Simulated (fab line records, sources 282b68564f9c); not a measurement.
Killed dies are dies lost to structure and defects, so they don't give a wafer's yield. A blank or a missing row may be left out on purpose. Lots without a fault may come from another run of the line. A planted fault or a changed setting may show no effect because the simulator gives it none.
A struck lot beside a sound one | flow rit_cmos | 19 steps out of a route of 202
Sound: wafers L778.2, L778.5, L778.6. Struck: wafers L782.2, L782.3, L782.5. The cause comes at the end.
At each step with rows: each side's tool, then ch and its chambers, then its first start. Under that, the readings that differ: sound wafers | struck wafers | difference of the means | sigmas: that difference in standard deviations of wafers without a fault.
alike: readings whose means differ by less than 2 such deviations, and words and numbers that are the same on both sides. not compared: withheld readings, readings that some wafer has no value for, bounds like >300 that may hide the same value, and numbers for which the record gives no deviation and whose values overlap.
The two part at a step that has a row with sigmas, a row that says differs or no value, or rows on one side only. Numbers that don't overlap but have no deviation are shown without sigmas and don't part them. A reading that every wafer of one side lacks parts them only if that side has two wafers or more.

RIT_SDANNEAL_RS_MEAS_06: measures by four-point-probe.
  sound on film_metro-04, day 3 23:04; struck on film_metro-04, day 4 18:01
  alike: PLDD_RS
RIT_SDANNEAL_RS_MEAS_07: measures by four-point-probe.
  sound on film_metro-04, day 3 23:11; struck on film_metro-04, day 4 18:08
  alike: NLDD_RS
then, 1 step without rows for these wafers: RIT_SILICIDE_WET_ETCH_00 (etches SiO2 in BOE, target depth 14 nm, time 15 s).
RIT_SILICIDE_SPUTTER_01: material Ti, target thk 30 nm, time 240 s.
  sound on pvd_sputter-01, day 3 23:18; struck on pvd_sputter-02, day 4 18:15
  alike: throttle_valve_pct
RIT_SILICIDE_RS_MEAS_02: measures by four-point-probe.
  sound on film_metro-03, day 3 23:28; struck on film_metro-03, day 4 18:25
  alike: SILICIDE_TI_RS
RIT_SILICIDE_THK_MEAS_03: measures by xrf.
  sound on film_metro-03, day 3 23:35; struck on film_metro-03, day 4 18:32
  alike: SILICIDE_TI_THK
RIT_SILICIDE_RTA_04: time 10 s, ramp up 5 s, ramp down 5 s.
  sound on rtp_anneal-01 ch 0, day 3 23:38; struck on rtp_anneal-01 ch 0, day 4 18:36
  alike: wafer_temp_C_max
then, 1 step without rows for these wafers: RIT_SILICIDE_WET_ETCH_05 (etches Ti in SPM, time 120 s).
RIT_SILICIDE_RTA_06: time 10 s, ramp up 5 s, ramp down 10 s.
  sound on rtp_anneal-02 ch 0, day 3 23:45; struck on rtp_anneal-02 ch 0, day 4 18:46
  alike: wafer_temp_C_max
RIT_CONTACT_CVD_00: deposits SiO2 from TEOS, target thk 400 nm, time 61 s.
  sound on pecvd-02 ch 0,1, day 3 23:48; struck on pecvd-01 ch 0,2, day 4 18:50
  alike: heater_power_w, rf_fwd_power_W
  not compared: since_wet_clean_h
RIT_CONTACT_THK_MEAS_01:
  sound on film_metro-02, day 3 23:52; struck on film_metro-04, day 4 18:53
  alike: CONTACT_TEOS_THK
then, 1 step without rows for these wafers: RIT_CONTACT_HMDS_02 (prime time 60 s).
RIT_CONTACT_COAT_03: resist thk 1000 nm.
  sound on litho_track-01 ch 0, day 4 00:05; struck on litho_track-04, day 4 19:07
  no value came back on the struck wafers for chill_plate_temp_C (C), dispense_pressure_kPa (kPa); on the sound wafers chill_plate_temp_C (C) reads 23.04 23.15 23.12
then, 4 steps without rows for these wafers: RIT_CONTACT_SOFTBAKE_04 (time 60 s); RIT_CONTACT_EXPOSE_05 (exposes mask M11, target cd 1000 nm); RIT_CONTACT_PEB_06; RIT_CONTACT_DEVELOP_07 (develop time 120 s).
RIT_CONTACT_CD_MEAS_08: target cd 1000 nm.
  sound on cd_sem-02, day 4 00:54; struck on cd_sem-02, day 4 19:55
  reading    | sound             | struck | difference                    | sigmas
  cd_nm (nm) | 998.4 998.2 997.6 | - - -  | no value on the struck wafers |
RIT_CONTACT_OVL_MEAS_09:
  sound on overlay-02, day 4 01:00; struck on overlay-02, day 4 20:02
  reading          | sound       | struck | difference                    | sigmas
  CONTACT_OVL (nm) | 0.9 0.5 1.6 | - - -  | no value on the struck wafers |

WHERE THEY PART
First at RIT_CONTACT_COAT_03; last, within this record, at RIT_CONTACT_OVL_MEAS_09.

WHY: what the simulator had put in
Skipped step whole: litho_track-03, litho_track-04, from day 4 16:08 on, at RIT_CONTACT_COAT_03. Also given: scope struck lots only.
